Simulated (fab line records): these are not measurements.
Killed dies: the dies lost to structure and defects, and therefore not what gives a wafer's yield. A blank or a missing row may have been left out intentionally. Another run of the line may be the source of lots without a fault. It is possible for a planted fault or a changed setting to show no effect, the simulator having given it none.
fab line records / flow berkeleyCmos170
record lots=14 wafers=42 lastDay=13
route steps=331 shown PVT@124 CONTACT@224 V1@268 V2@305
lots that met no fault: taken from a fault-free run of the same line
startH: start of the lot's first displayed wafer, in hours after the record's first day / waitH: hours elapsed since this lot's preceding step / " identical to the entry in the row above / L1.1+2: several wafers, shown together as one row / - no value, or no start given / * or withheld: withheld / < > ~ a bound
route shown NAME@n: names a module that has steps shown in the file, with the first one's number in the route / usual: mean and standard deviation over wafers with no fault / same: alike in all rows / chamber/n: place in a boat / sites: readings site by site / _std_site: how widely they spread, as a standard deviation / _edge_site: mean of outer sites minus mean of inner sites / radiusMm: for every site, how far away it sits from the centre of the wafer / mask NAME#n: copy n / behind: the most recent tool/chamber to have shaped the wafer / hold: why the lot was held/for how many hours/how that ended / device: transistor that didn't switch, given as n, p or np / end of line: tests of these same wafers at the route's end / a step without rows: its recipe alone / killed: at the first sort, the dies lost to defects and structure; wafer yield is something else / map: the dies of a wafer, with x for killed, . for not killed, _ for no die there
set.NAME: the setting the step ran with; set.NAME@STEP: the setting that earlier step ran with / model.NAME: the simulator's own value behind a step, which no gauge read
steps of the route over a sample of lots; a table a step, a row a wafer
services: from which hour (startH, from the record's first day; less than 0 if before it) a tool's chamber was out of use, for how many hours, and why
## steps
# step UCB170_PVT_TW_MEAS_09
# usual PVT_TW=510/4.8
lot.wafer=L686.1 tool=filmMetro-04 chamber=- startH=134.85 waitH=0.1 PVT_TW=504
lot.wafer=L686.5 tool=filmMetro-04 chamber=- startH=134.85 waitH=0.1 PVT_TW=505
lot.wafer=L686.6 tool=filmMetro-04 chamber=- startH=134.85 waitH=0.1 PVT_TW=505
lot.wafer=L689.2 tool=filmMetro-02 chamber=- startH=144.28 waitH=0.1 PVT_TW=504
lot.wafer=L689.3 tool=filmMetro-02 chamber=- startH=144.28 waitH=0.1 PVT_TW=506
lot.wafer=L689.4 tool=filmMetro-02 chamber=- startH=144.28 waitH=0.1 PVT_TW=504
lot.wafer=L688.2 tool=filmMetro-04 chamber=- startH=145.01 waitH=0.1 PVT_TW=511
lot.wafer=L688.4 tool=filmMetro-04 chamber=- startH=145.01 waitH=0.1 PVT_TW=508
lot.wafer=L688.5 tool=filmMetro-04 chamber=- startH=145.01 waitH=0.1 PVT_TW=506
lot.wafer=L687.2 tool=filmMetro-04 chamber=- startH=145.23 waitH=0.1 PVT_TW=509
lot.wafer=L687.5 tool=filmMetro-04 chamber=- startH=145.23 waitH=0.1 PVT_TW=508
lot.wafer=L687.6 tool=filmMetro-04 chamber=- startH=145.23 waitH=0.1 PVT_TW=505
lot.wafer=L694.1 tool=filmMetro-02 chamber=- startH=171.52 waitH=0.1 PVT_TW=505
lot.wafer=L694.4 tool=filmMetro-02 chamber=- startH=171.52 waitH=0.1 PVT_TW=507
lot.wafer=L694.6 tool=filmMetro-02 chamber=- startH=171.52 waitH=0.1 PVT_TW=504
lot.wafer=L692.1 tool=filmMetro-01 chamber=- startH=171.67 waitH=0.1 PVT_TW=514
lot.wafer=L692.2 tool=filmMetro-01 chamber=- startH=171.67 waitH=0.1 PVT_TW=514
lot.wafer=L692.5 tool=filmMetro-01 chamber=- startH=171.67 waitH=0.1 PVT_TW=513
lot.wafer=L691.3 tool=filmMetro-02 chamber=- startH=171.79 waitH=0.1 PVT_TW=502
lot.wafer=L691.4 tool=filmMetro-02 chamber=- startH=171.79 waitH=0.1 PVT_TW=506
lot.wafer=L691.5 tool=filmMetro-02 chamber=- startH=171.79 waitH=0.1 PVT_TW=503
lot.wafer=L693.2 tool=filmMetro-04 chamber=- startH=172.06 waitH=0.1 PVT_TW=506
lot.wafer=L693.4 tool=filmMetro-04 chamber=- startH=172.06 waitH=0.1 PVT_TW=506
lot.wafer=L693.6 tool=filmMetro-04 chamber=- startH=172.06 waitH=0.1 PVT_TW=505
lot.wafer=L699.1 tool=filmMetro-04 chamber=- startH=199.26 waitH=0.1 PVT_TW=508
lot.wafer=L699.3 tool=filmMetro-04 chamber=- startH=199.26 waitH=0.1 PVT_TW=509
lot.wafer=L699.4 tool=filmMetro-04 chamber=- startH=199.26 waitH=0.1 PVT_TW=510
lot.wafer=L701.1 tool=filmMetro-01 chamber=- startH=220.96 waitH=0.1 PVT_TW=516
lot.wafer=L701.3 tool=filmMetro-01 chamber=- startH=220.96 waitH=0.1 PVT_TW=513
lot.wafer=L701.4 tool=filmMetro-01 chamber=- startH=220.96 waitH=0.1 PVT_TW=519
lot.wafer=L705.1 tool=filmMetro-01 chamber=- startH=231.60 waitH=0.1 PVT_TW=515
lot.wafer=L705.2 tool=filmMetro-01 chamber=- startH=231.60 waitH=0.1 PVT_TW=516
lot.wafer=L705.5 tool=filmMetro-01 chamber=- startH=231.60 waitH=0.1 PVT_TW=511
lot.wafer=L704.1 tool=filmMetro-02 chamber=- startH=231.72 waitH=0.1 PVT_TW=505
lot.wafer=L704.4 tool=filmMetro-02 chamber=- startH=231.72 waitH=0.1 PVT_TW=507
lot.wafer=L704.6 tool=filmMetro-02 chamber=- startH=231.72 waitH=0.1 PVT_TW=507
lot.wafer=L706.2 tool=filmMetro-02 chamber=- startH=250.29 waitH=0.1 PVT_TW=510
lot.wafer=L706.3 tool=filmMetro-02 chamber=- startH=250.29 waitH=0.1 PVT_TW=510
lot.wafer=L706.5 tool=filmMetro-02 chamber=- startH=250.29 waitH=0.1 PVT_TW=505
lot.wafer=L708.2 tool=filmMetro-02 chamber=- startH=256.46 waitH=0.1 PVT_TW=511
lot.wafer=L708.4 tool=filmMetro-02 chamber=- startH=256.46 waitH=0.1 PVT_TW=511
lot.wafer=L708.6 tool=filmMetro-02 chamber=- startH=256.46 waitH=0.1 PVT_TW=511
# step UCB170_CONTACT_RTA_08
# recipe tempC=900 timeS=10 ambient=N2
# usual lampPowerPct=25.4/0.77 wafer_temp_C_max=903.6/0.96
lot.wafer=L686.1 tool=rtpAnneal-02 chamber=0 startH=168.15 waitH=0.0 lampPowerPct=24.8 wafer_temp_C_max=903.1
lot.wafer=L686.5 tool=rtpAnneal-02 chamber=0 startH=168.15 waitH=0.0 lampPowerPct=24.8 wafer_temp_C_max=904.3
lot.wafer=L686.6 tool=rtpAnneal-02 chamber=0 startH=168.15 waitH=0.0 lampPowerPct=24.8 wafer_temp_C_max=903.9
lot.wafer=L689.2 tool=rtpAnneal-02 chamber=0 startH=177.65 waitH=0.0 lampPowerPct=24.8 wafer_temp_C_max=904.4
lot.wafer=L689.3 tool=rtpAnneal-02 chamber=0 startH=177.65 waitH=0.0 lampPowerPct=24.8 wafer_temp_C_max=904.6
lot.wafer=L689.4 tool=rtpAnneal-02 chamber=0 startH=177.65 waitH=0.0 lampPowerPct=24.8 wafer_temp_C_max=905.0
lot.wafer=L688.2 tool=rtpAnneal-02 chamber=0 startH=179.56 waitH=0.0 lampPowerPct=24.8 wafer_temp_C_max=905.0
lot.wafer=L688.4 tool=rtpAnneal-02 chamber=0 startH=179.56 waitH=0.0 lampPowerPct=24.8 wafer_temp_C_max=904.3
lot.wafer=L688.5 tool=rtpAnneal-02 chamber=0 startH=179.56 waitH=0.0 lampPowerPct=24.8 wafer_temp_C_max=903.0
lot.wafer=L687.2 tool=rtpAnneal-01 chamber=0 startH=179.75 waitH=0.0 lampPowerPct=26.4 wafer_temp_C_max=902.9
lot.wafer=L687.5 tool=rtpAnneal-01 chamber=0 startH=179.75 waitH=0.0 lampPowerPct=26.4 wafer_temp_C_max=902.3
lot.wafer=L687.6 tool=rtpAnneal-01 chamber=0 startH=179.75 waitH=0.0 lampPowerPct=26.4 wafer_temp_C_max=903.5
lot.wafer=L692.1 tool=rtpAnneal-02 chamber=0 startH=210.85 waitH=0.0 lampPowerPct=24.8 wafer_temp_C_max=903.9
lot.wafer=L692.2 tool=rtpAnneal-02 chamber=0 startH=210.85 waitH=0.0 lampPowerPct=24.8 wafer_temp_C_max=904.4
lot.wafer=L692.5 tool=rtpAnneal-02 chamber=0 startH=210.85 waitH=0.0 lampPowerPct=24.8 wafer_temp_C_max=904.2
lot.wafer=L694.1 tool=rtpAnneal-01 chamber=0 startH=210.85 waitH=0.0 lampPowerPct=26.4 wafer_temp_C_max=903.2
lot.wafer=L694.4 tool=rtpAnneal-01 chamber=0 startH=210.85 waitH=0.0 lampPowerPct=26.4 wafer_temp_C_max=903.1
lot.wafer=L694.6 tool=rtpAnneal-01 chamber=0 startH=210.85 waitH=0.0 lampPowerPct=26.4 wafer_temp_C_max=902.5
lot.wafer=L694.1 tool=rtpAnneal-01 chamber=0 startH=211.08 waitH=0.2 lampPowerPct=26.3 wafer_temp_C_max=903.2
lot.wafer=L694.4 tool=rtpAnneal-01 chamber=0 startH=211.08 waitH=0.2 lampPowerPct=26.4 wafer_temp_C_max=902.9
lot.wafer=L694.6 tool=rtpAnneal-01 chamber=0 startH=211.08 waitH=0.2 lampPowerPct=26.4 wafer_temp_C_max=903.2
lot.wafer=L691.3 tool=rtpAnneal-02 chamber=0 startH=212.11 waitH=0.0 lampPowerPct=24.8 wafer_temp_C_max=906.3
lot.wafer=L691.4 tool=rtpAnneal-02 chamber=0 startH=212.11 waitH=0.0 lampPowerPct=24.9 wafer_temp_C_max=903.7
lot.wafer=L691.5 tool=rtpAnneal-02 chamber=0 startH=212.11 waitH=0.0 lampPowerPct=24.9 wafer_temp_C_max=904.6
lot.wafer=L693.2 tool=rtpAnneal-02 chamber=0 startH=215.62 waitH=0.0 lampPowerPct=24.8 wafer_temp_C_max=904.3
lot.wafer=L693.4 tool=rtpAnneal-02 chamber=0 startH=215.62 waitH=0.0 lampPowerPct=24.8 wafer_temp_C_max=904.4
lot.wafer=L693.6 tool=rtpAnneal-02 chamber=0 startH=215.62 waitH=0.0 lampPowerPct=24.8 wafer_temp_C_max=904.2
lot.wafer=L693.2 tool=rtpAnneal-02 chamber=0 startH=215.86 waitH=0.2 lampPowerPct=24.8 wafer_temp_C_max=902.8
lot.wafer=L693.4 tool=rtpAnneal-02 chamber=0 startH=215.86 waitH=0.2 lampPowerPct=24.8 wafer_temp_C_max=904.2
lot.wafer=L693.6 tool=rtpAnneal-02 chamber=0 startH=215.86 waitH=0.2 lampPowerPct=24.8 wafer_temp_C_max=903.3
lot.wafer=L699.1 tool=rtpAnneal-02 chamber=0 startH=234.87 waitH=0.0 lampPowerPct=24.9 wafer_temp_C_max=903.6
lot.wafer=L699.3 tool=rtpAnneal-02 chamber=0 startH=234.87 waitH=0.0 lampPowerPct=24.8 wafer_temp_C_max=903.7
lot.wafer=L699.4 tool=rtpAnneal-02 chamber=0 startH=234.87 waitH=0.0 lampPowerPct=24.8 wafer_temp_C_max=906.1
lot.wafer=L701.1 tool=rtpAnneal-01 chamber=0 startH=256.95 waitH=0.0 lampPowerPct=26.4 wafer_temp_C_max=902.8
lot.wafer=L701.3 tool=rtpAnneal-01 chamber=0 startH=256.95 waitH=0.0 lampPowerPct=26.5 wafer_temp_C_max=902.2
lot.wafer=L701.4 tool=rtpAnneal-01 chamber=0 startH=256.95 waitH=0.0 lampPowerPct=26.4 wafer_temp_C_max=902.8
lot.wafer=L704.1 tool=rtpAnneal-01 chamber=0 startH=270.15 waitH=0.0 lampPowerPct=26.4 wafer_temp_C_max=902.3
lot.wafer=L704.4 tool=rtpAnneal-01 chamber=0 startH=270.15 waitH=0.0 lampPowerPct=26.4 wafer_temp_C_max=902.8
lot.wafer=L704.6 tool=rtpAnneal-01 chamber=0 startH=270.15 waitH=0.0 lampPowerPct=26.4 wafer_temp_C_max=902.8
lot.wafer=L705.1 tool=rtpAnneal-01 chamber=0 startH=271.77 waitH=0.0 lampPowerPct=26.4 wafer_temp_C_max=902.6
lot.wafer=L705.2 tool=rtpAnneal-01 chamber=0 startH=271.77 waitH=0.0 lampPowerPct=26.4 wafer_temp_C_max=903.3
lot.wafer=L705.5 tool=rtpAnneal-01 chamber=0 startH=271.77 waitH=0.0 lampPowerPct=26.4 wafer_temp_C_max=903.2
lot.wafer=L706.2 tool=rtpAnneal-02 chamber=0 startH=287.17 waitH=0.0 lampPowerPct=24.9 wafer_temp_C_max=903.5
lot.wafer=L706.3 tool=rtpAnneal-02 chamber=0 startH=287.17 waitH=0.0 lampPowerPct=24.9 wafer_temp_C_max=902.5
lot.wafer=L706.5 tool=rtpAnneal-02 chamber=0 startH=287.17 waitH=0.0 lampPowerPct=24.8 wafer_temp_C_max=903.7
lot.wafer=L708.2 tool=rtpAnneal-02 chamber=0 startH=288.97 waitH=0.0 lampPowerPct=24.8 wafer_temp_C_max=906.2
lot.wafer=L708.4 tool=rtpAnneal-02 chamber=0 startH=288.97 waitH=0.0 lampPowerPct=24.8 wafer_temp_C_max=903.8
lot.wafer=L708.6 tool=rtpAnneal-02 chamber=0 startH=288.97 waitH=0.0 lampPowerPct=24.8 wafer_temp_C_max=904.2
# step UCB170_V1_ETCH_14
# recipe chemistry=CHF3/CF4/Ar target=SiO2 stopOn=Al CHF3_flow_sccm=45 cf4FlowSccm=15 Ar_flow_sccm=150 pressureMtorr=200 rfW=700 targetDepthA=12500 overEtchFrac=0.25 timeS=291
# usual cf4FlowSccm=15.00/0.043 drypumpMotorCurrentA=5.7/0.6 oesProductAu=0.879/0.012 throttleValvePct=6.95/0.15
lot.wafer=L686.1 tool=rieDiel-04 chamber=0 startH=176.48 waitH=0.0 cf4FlowSccm=14.94 drypumpMotorCurrentA=5.1 oesProductAu=0.888 rfHoursCounterH=15 throttleValvePct=6.99
lot.wafer=L686.5 tool=rieDiel-04 chamber=1 startH=176.48 waitH=0.0 cf4FlowSccm=14.95 drypumpMotorCurrentA=6.6 oesProductAu=0.869 rfHoursCounterH=- throttleValvePct=6.91
lot.wafer=L686.6 tool=rieDiel-04 chamber=0 startH=176.48 waitH=0.0 cf4FlowSccm=14.99 drypumpMotorCurrentA=5.1 oesProductAu=0.878 rfHoursCounterH=- throttleValvePct=6.99
lot.wafer=L689.2 tool=rieDiel-04 chamber=3 startH=185.30 waitH=0.0 cf4FlowSccm=15.05 drypumpMotorCurrentA=5.5 oesProductAu=0.883 rfHoursCounterH=90 throttleValvePct=6.77
lot.wafer=L689.3 tool=rieDiel-04 chamber=2 startH=185.30 waitH=0.0 cf4FlowSccm=15.03 drypumpMotorCurrentA=5.3 oesProductAu=0.865 rfHoursCounterH=122 throttleValvePct=7.13
lot.wafer=L689.4 tool=rieDiel-04 chamber=1 startH=185.30 waitH=0.0 cf4FlowSccm=14.99 drypumpMotorCurrentA=6.6 oesProductAu=0.871 rfHoursCounterH=60 throttleValvePct=6.91
lot.wafer=L688.2 tool=rieDiel-04 chamber=2 startH=187.63 waitH=0.0 cf4FlowSccm=14.97 drypumpMotorCurrentA=5.3 oesProductAu=0.862 rfHoursCounterH=122 throttleValvePct=7.14
lot.wafer=L688.4 tool=rieDiel-04 chamber=1 startH=187.63 waitH=0.0 cf4FlowSccm=15.02 drypumpMotorCurrentA=6.6 oesProductAu=0.874 rfHoursCounterH=60 throttleValvePct=6.89
lot.wafer=L688.5 tool=rieDiel-04 chamber=2 startH=187.63 waitH=0.0 cf4FlowSccm=15.02 drypumpMotorCurrentA=5.3 oesProductAu=0.866 rfHoursCounterH=- throttleValvePct=7.14
lot.wafer=L687.2 tool=rieDiel-01 chamber=1 startH=187.75 waitH=0.0 cf4FlowSccm=15.07 drypumpMotorCurrentA=4.9 oesProductAu=0.893 rfHoursCounterH=0 throttleValvePct=6.82
lot.wafer=L687.5 tool=rieDiel-01 chamber=0 startH=187.75 waitH=0.0 cf4FlowSccm=14.93 drypumpMotorCurrentA=6.4 oesProductAu=0.853 rfHoursCounterH=- throttleValvePct=6.83
lot.wafer=L687.6 tool=rieDiel-01 chamber=3 startH=187.75 waitH=0.0 cf4FlowSccm=15.00 drypumpMotorCurrentA=5.1 oesProductAu=0.889 rfHoursCounterH=- throttleValvePct=7.07
lot.wafer=L694.1 tool=rieDiel-03 chamber=0 startH=221.06 waitH=0.0 cf4FlowSccm=14.98 drypumpMotorCurrentA=6.6 oesProductAu=0.894 rfHoursCounterH=38 throttleValvePct=6.82
lot.wafer=L694.4 tool=rieDiel-03 chamber=3 startH=221.06 waitH=0.0 cf4FlowSccm=15.03 drypumpMotorCurrentA=5.6 oesProductAu=0.858 rfHoursCounterH=5 throttleValvePct=6.70
lot.wafer=L694.6 tool=rieDiel-03 chamber=2 startH=221.06 waitH=0.0 cf4FlowSccm=15.02 drypumpMotorCurrentA=6.2 oesProductAu=0.878 rfHoursCounterH=- throttleValvePct=7.06
lot.wafer=L692.1 tool=rieDiel-04 chamber=0 startH=221.12 waitH=0.0 cf4FlowSccm=15.04 drypumpMotorCurrentA=5.1 oesProductAu=0.889 rfHoursCounterH=17 throttleValvePct=7.00
lot.wafer=L692.2 tool=rieDiel-04 chamber=1 startH=221.12 waitH=0.0 cf4FlowSccm=14.96 drypumpMotorCurrentA=6.6 oesProductAu=0.877 rfHoursCounterH=61 throttleValvePct=6.90
lot.wafer=L692.5 tool=rieDiel-04 chamber=0 startH=221.12 waitH=0.0 cf4FlowSccm=15.04 drypumpMotorCurrentA=5.1 oesProductAu=0.889 rfHoursCounterH=- throttleValvePct=7.00
lot.wafer=L691.3 tool=rieDiel-01 chamber=3 startH=221.33 waitH=0.0 cf4FlowSccm=15.04 drypumpMotorCurrentA=5.1 oesProductAu=0.886 rfHoursCounterH=58 throttleValvePct=7.09
lot.wafer=L691.4 tool=rieDiel-01 chamber=0 startH=221.33 waitH=0.0 cf4FlowSccm=14.94 drypumpMotorCurrentA=6.4 oesProductAu=0.852 rfHoursCounterH=143 throttleValvePct=6.81
lot.wafer=L691.5 tool=rieDiel-01 chamber=3 startH=221.33 waitH=0.0 cf4FlowSccm=15.03 drypumpMotorCurrentA=5.1 oesProductAu=0.884 rfHoursCounterH=- throttleValvePct=7.08
lot.wafer=L693.2 tool=rieDiel-03 chamber=2 startH=222.65 waitH=0.0 cf4FlowSccm=14.96 drypumpMotorCurrentA=6.2 oesProductAu=0.884 rfHoursCounterH=13 throttleValvePct=7.08
lot.wafer=L693.4 tool=rieDiel-03 chamber=3 startH=222.65 waitH=0.0 cf4FlowSccm=14.97 drypumpMotorCurrentA=5.7 oesProductAu=0.859 rfHoursCounterH=6 throttleValvePct=6.71
lot.wafer=L693.6 tool=rieDiel-03 chamber=1 startH=222.65 waitH=0.0 cf4FlowSccm=14.98 drypumpMotorCurrentA=5.2 oesProductAu=0.892 rfHoursCounterH=- throttleValvePct=7.19
lot.wafer=L699.1 tool=rieDiel-03 chamber=3 startH=245.86 waitH=0.0 cf4FlowSccm=15.02 drypumpMotorCurrentA=5.7 oesProductAu=0.866 rfHoursCounterH=7 throttleValvePct=6.70
lot.wafer=L699.3 tool=rieDiel-03 chamber=1 startH=245.86 waitH=0.0 cf4FlowSccm=14.94 drypumpMotorCurrentA=5.2 oesProductAu=0.898 rfHoursCounterH=78 throttleValvePct=7.18
lot.wafer=L699.4 tool=rieDiel-03 chamber=2 startH=245.86 waitH=0.0 cf4FlowSccm=14.98 drypumpMotorCurrentA=6.2 oesProductAu=0.887 rfHoursCounterH=14 throttleValvePct=7.08
lot.wafer=L701.1 tool=rieDiel-03 chamber=0 startH=264.50 waitH=0.0 cf4FlowSccm=15.03 drypumpMotorCurrentA=6.6 oesProductAu=0.888 rfHoursCounterH=40 throttleValvePct=6.85
lot.wafer=L701.3 tool=rieDiel-03 chamber=1 startH=264.50 waitH=0.0 cf4FlowSccm=14.97 drypumpMotorCurrentA=5.2 oesProductAu=0.893 rfHoursCounterH=79 throttleValvePct=7.19
lot.wafer=L701.4 tool=rieDiel-03 chamber=3 startH=264.50 waitH=0.0 cf4FlowSccm=14.93 drypumpMotorCurrentA=5.7 oesProductAu=0.863 rfHoursCounterH=8 throttleValvePct=6.71
lot.wafer=L704.1 tool=rieDiel-03 chamber=0 startH=278.33 waitH=0.0 cf4FlowSccm=14.95 drypumpMotorCurrentA=6.6 oesProductAu=0.898 rfHoursCounterH=41 throttleValvePct=6.82
lot.wafer=L704.4 tool=rieDiel-03 chamber=1 startH=278.33 waitH=0.0 cf4FlowSccm=14.98 drypumpMotorCurrentA=5.2 oesProductAu=0.896 rfHoursCounterH=80 throttleValvePct=7.18
lot.wafer=L704.6 tool=rieDiel-03 chamber=0 startH=278.33 waitH=0.0 cf4FlowSccm=14.92 drypumpMotorCurrentA=6.6 oesProductAu=0.891 rfHoursCounterH=- throttleValvePct=6.81
lot.wafer=L705.1 tool=rieDiel-03 chamber=1 startH=280.84 waitH=0.0 cf4FlowSccm=14.94 drypumpMotorCurrentA=5.2 oesProductAu=0.895 rfHoursCounterH=80 throttleValvePct=7.19
lot.wafer=L705.2 tool=rieDiel-03 chamber=3 startH=280.84 waitH=0.0 cf4FlowSccm=14.93 drypumpMotorCurrentA=5.6 oesProductAu=0.863 rfHoursCounterH=9 throttleValvePct=6.72
lot.wafer=L705.5 tool=rieDiel-03 chamber=3 startH=280.84 waitH=0.0 cf4FlowSccm=14.98 drypumpMotorCurrentA=5.7 oesProductAu=0.862 rfHoursCounterH=- throttleValvePct=6.72
lot.wafer=L706.2 tool=rieDiel-04 chamber=3 startH=294.01 waitH=0.0 cf4FlowSccm=15.09 drypumpMotorCurrentA=5.5 oesProductAu=0.881 rfHoursCounterH=94 throttleValvePct=6.78
lot.wafer=L706.3 tool=rieDiel-04 chamber=1 startH=294.01 waitH=0.0 cf4FlowSccm=14.99 drypumpMotorCurrentA=6.7 oesProductAu=0.864 rfHoursCounterH=64 throttleValvePct=6.90
lot.wafer=L706.5 tool=rieDiel-04 chamber=3 startH=294.01 waitH=0.0 cf4FlowSccm=15.06 drypumpMotorCurrentA=5.5 oesProductAu=0.882 rfHoursCounterH=- throttleValvePct=6.79
lot.wafer=L708.2 tool=rieDiel-03 chamber=2 startH=297.13 waitH=0.0 cf4FlowSccm=15.01 drypumpMotorCurrentA=6.3 oesProductAu=0.882 rfHoursCounterH=18 throttleValvePct=7.08
lot.wafer=L708.4 tool=rieDiel-03 chamber=0 startH=297.13 waitH=0.0 cf4FlowSccm=14.96 drypumpMotorCurrentA=6.6 oesProductAu=0.892 rfHoursCounterH=43 throttleValvePct=6.83
lot.wafer=L708.6 tool=rieDiel-03 chamber=2 startH=297.13 waitH=0.0 cf4FlowSccm=14.96 drypumpMotorCurrentA=6.2 oesProductAu=0.877 rfHoursCounterH=- throttleValvePct=7.05
# step UCB170_V2_OVL_MEAS_13
# usual V2_OVL=0/6.6
lot.wafer=L686.1 tool=overlay-02 chamber=- startH=182.05 waitH=0.1 V2_OVL[nm]=1
lot.wafer=L686.5 tool=overlay-02 chamber=- startH=182.05 waitH=0.1 V2_OVL[nm]=-4
lot.wafer=L686.6 tool=overlay-02 chamber=- startH=182.05 waitH=0.1 V2_OVL[nm]=-8
lot.wafer=L689.2 tool=overlay-02 chamber=- startH=191.15 waitH=0.1 V2_OVL[nm]=2
lot.wafer=L689.3 tool=overlay-02 chamber=- startH=191.15 waitH=0.1 V2_OVL[nm]=-1
lot.wafer=L689.4 tool=overlay-02 chamber=- startH=191.15 waitH=0.1 V2_OVL[nm]=7
lot.wafer=L688.2 tool=overlay-01 chamber=- startH=194.20 waitH=0.1 V2_OVL[nm]=-2
lot.wafer=L688.4 tool=overlay-01 chamber=- startH=194.20 waitH=0.1 V2_OVL[nm]=3
lot.wafer=L688.5 tool=overlay-01 chamber=- startH=194.20 waitH=0.1 V2_OVL[nm]=-4
lot.wafer=L687.2 tool=overlay-02 chamber=- startH=194.38 waitH=0.1 V2_OVL[nm]=7
lot.wafer=L687.5 tool=overlay-02 chamber=- startH=194.38 waitH=0.1 V2_OVL[nm]=10
lot.wafer=L687.6 tool=overlay-02 chamber=- startH=194.38 waitH=0.1 V2_OVL[nm]=2
lot.wafer=L694.1 tool=overlay-02 chamber=- startH=227.36 waitH=0.1 V2_OVL[nm]=8
lot.wafer=L694.4 tool=overlay-02 chamber=- startH=227.36 waitH=0.1 V2_OVL[nm]=3
lot.wafer=L694.6 tool=overlay-02 chamber=- startH=227.36 waitH=0.1 V2_OVL[nm]=-5
lot.wafer=L692.1 tool=overlay-01 chamber=- startH=227.46 waitH=0.1 V2_OVL[nm]=-10
lot.wafer=L692.2 tool=overlay-01 chamber=- startH=227.46 waitH=0.1 V2_OVL[nm]=2
lot.wafer=L692.5 tool=overlay-01 chamber=- startH=227.46 waitH=0.1 V2_OVL[nm]=-5
lot.wafer=L691.3 tool=overlay-02 chamber=- startH=227.65 waitH=0.1 V2_OVL[nm]=5
lot.wafer=L691.4 tool=overlay-02 chamber=- startH=227.65 waitH=0.1 V2_OVL[nm]=-2
lot.wafer=L691.5 tool=overlay-02 chamber=- startH=227.65 waitH=0.1 V2_OVL[nm]=11
lot.wafer=L693.2 tool=overlay-02 chamber=- startH=228.22 waitH=0.1 V2_OVL[nm]=0
lot.wafer=L693.4 tool=overlay-02 chamber=- startH=228.22 waitH=0.1 V2_OVL[nm]=7
lot.wafer=L693.6 tool=overlay-02 chamber=- startH=228.22 waitH=0.1 V2_OVL[nm]=-7
lot.wafer=L699.1 tool=overlay-02 chamber=- startH=251.29 waitH=0.1 V2_OVL[nm]=3
lot.wafer=L699.3 tool=overlay-02 chamber=- startH=251.29 waitH=0.1 V2_OVL[nm]=-4
lot.wafer=L699.4 tool=overlay-02 chamber=- startH=251.29 waitH=0.1 V2_OVL[nm]=11
lot.wafer=L701.1 tool=overlay-01 chamber=- startH=269.70 waitH=0.1 V2_OVL[nm]=-7
lot.wafer=L701.3 tool=overlay-01 chamber=- startH=269.70 waitH=0.1 V2_OVL[nm]=-4
lot.wafer=L701.4 tool=overlay-01 chamber=- startH=269.70 waitH=0.1 V2_OVL[nm]=-3
lot.wafer=L704.1 tool=overlay-01 chamber=- startH=284.25 waitH=0.1 V2_OVL[nm]=0
lot.wafer=L704.4 tool=overlay-01 chamber=- startH=284.25 waitH=0.1 V2_OVL[nm]=1
lot.wafer=L704.6 tool=overlay-01 chamber=- startH=284.25 waitH=0.1 V2_OVL[nm]=3
lot.wafer=L705.1 tool=overlay-01 chamber=- startH=286.70 waitH=0.1 V2_OVL[nm]=8
lot.wafer=L705.2 tool=overlay-01 chamber=- startH=286.70 waitH=0.1 V2_OVL[nm]=6
lot.wafer=L705.5 tool=overlay-01 chamber=- startH=286.70 waitH=0.1 V2_OVL[nm]=11
lot.wafer=L706.2 tool=overlay-01 chamber=- startH=301.58 waitH=0.1 V2_OVL[nm]=0
lot.wafer=L706.3 tool=overlay-01 chamber=- startH=301.58 waitH=0.1 V2_OVL[nm]=-5
lot.wafer=L706.5 tool=overlay-01 chamber=- startH=301.58 waitH=0.1 V2_OVL[nm]=1
lot.wafer=L708.2 tool=overlay-01 chamber=- startH=302.20 waitH=0.1 V2_OVL[nm]=7
lot.wafer=L708.4 tool=overlay-01 chamber=- startH=302.20 waitH=0.1 V2_OVL[nm]=3
lot.wafer=L708.6 tool=overlay-01 chamber=- startH=302.20 waitH=0.1 V2_OVL[nm]=7
## services
tool=rieDiel-04 chamber=2 startH=145.12 hours=15.6 kind=repair
tool=rtpAnneal-01 chamber=- startH=158.62 hours=4.5 kind=pm
tool=rieDiel-01 chamber=1 startH=164.80 hours=- kind=clean
tool=rieDiel-01 chamber=1 startH=164.80 hours=21.1 kind=scheduledDown
tool=rieDiel-01 chamber=1 startH=164.80 hours=21.1 kind=ventCycle
tool=rieDiel-04 chamber=2 startH=198.68 hours=5.7 kind=repair
tool=rieDiel-01 chamber=0 startH=223.88 hours=- kind=clean
tool=rieDiel-01 chamber=0 startH=223.88 hours=16.2 kind=scheduledDown
tool=rieDiel-01 chamber=0 startH=223.88 hours=16.2 kind=ventCycle
tool=rieDiel-01 chamber=1 startH=257.55 hours=6.3 kind=repair
tool=rieDiel-04 chamber=2 startH=289.36 hours=- kind=clean
## key
firstSign step=UCB170_CONTACT_RTA_08 reading=visit direction=added
effect none on later readings
metAt UCB170_CONTACT_RTA_08
struckLots L693,L694
testerLeftOut L693,L694
notActingAt UCB170_PVT_TW_MEAS_09,UCB170_V1_ETCH_14,UCB170_V2_OVL_MEAS_13
fault kind=repeatedStepWhole tool=rtpAnneal-01,rtpAnneal-02 chamber=- onsetH=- steps=UCB170_CONTACT_RTA_08 times=1 scope=struckLotsOnly
# testerLeftOut: of these lots the tester's yield and bins aren't shown, on N5 and GAA mostly nor the transistor test; their killed dies are dies lost to structure and defects alone, not to doping, threshold or leakage, so they don't give the yield
